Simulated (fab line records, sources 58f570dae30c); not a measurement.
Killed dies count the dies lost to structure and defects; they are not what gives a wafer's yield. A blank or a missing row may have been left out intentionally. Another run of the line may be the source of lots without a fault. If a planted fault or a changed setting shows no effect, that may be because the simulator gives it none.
Matching of chambers    flow berkeley_cmos170    rie_diel-01 running UCB170_PWELL_ETCH_14: 4 sister chambers
The step etches Si3N4 in CH3F/Ar/O2, stops on SiO2, target depth 242 nm, time 151 s. 4 wafers are shown with their chamber, then 7 later ones without.

EACH WAFER AND ITS CHAMBER
wafer   chamber  throttle_valve_pct (%)
L246.4  2        8.21
L253.6  0        8.33
L257.1  3        8.32
L257.2  1        7.99

WAFERS WITHOUT THEIR CHAMBER
wafer   throttle_valve_pct (%)
L257.3  8.21
L258.1  8.22
L258.3  8.32
L258.6  8.21
L260.2  8.00
L260.4  8.33
L260.5  7.96

WHICH CHAMBER EACH WENT THROUGH
wafer   from the rows above      in truth
L257.3  2                        2
L258.1  2                        2
L258.3  can't be placed: 3 or 0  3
L258.6  2                        2
L260.2  1                        1
L260.4  can't be placed: 0 or 3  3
L260.5  1                        1
5 of 7 placed correctly. Unplaceable from these rows: 2, with the true chamber sitting among the candidates in 2. Wrongly placed: 0.
How it was worked out, from the rows above alone: a wafer's distance from a chamber is the root of the sum, over the readings, of the square of ((its reading less the chamber's mean) divided by the reading's scatter). If the next closest chamber is less than 2 further off than the closest, the wafer can't be placed; otherwise it belongs to the closest. A chamber's mean is the mean of its shown wafers. The scatter: root of mean squared gap, hidden wafer to nearest shown wafer, with one shown wafer a chamber.
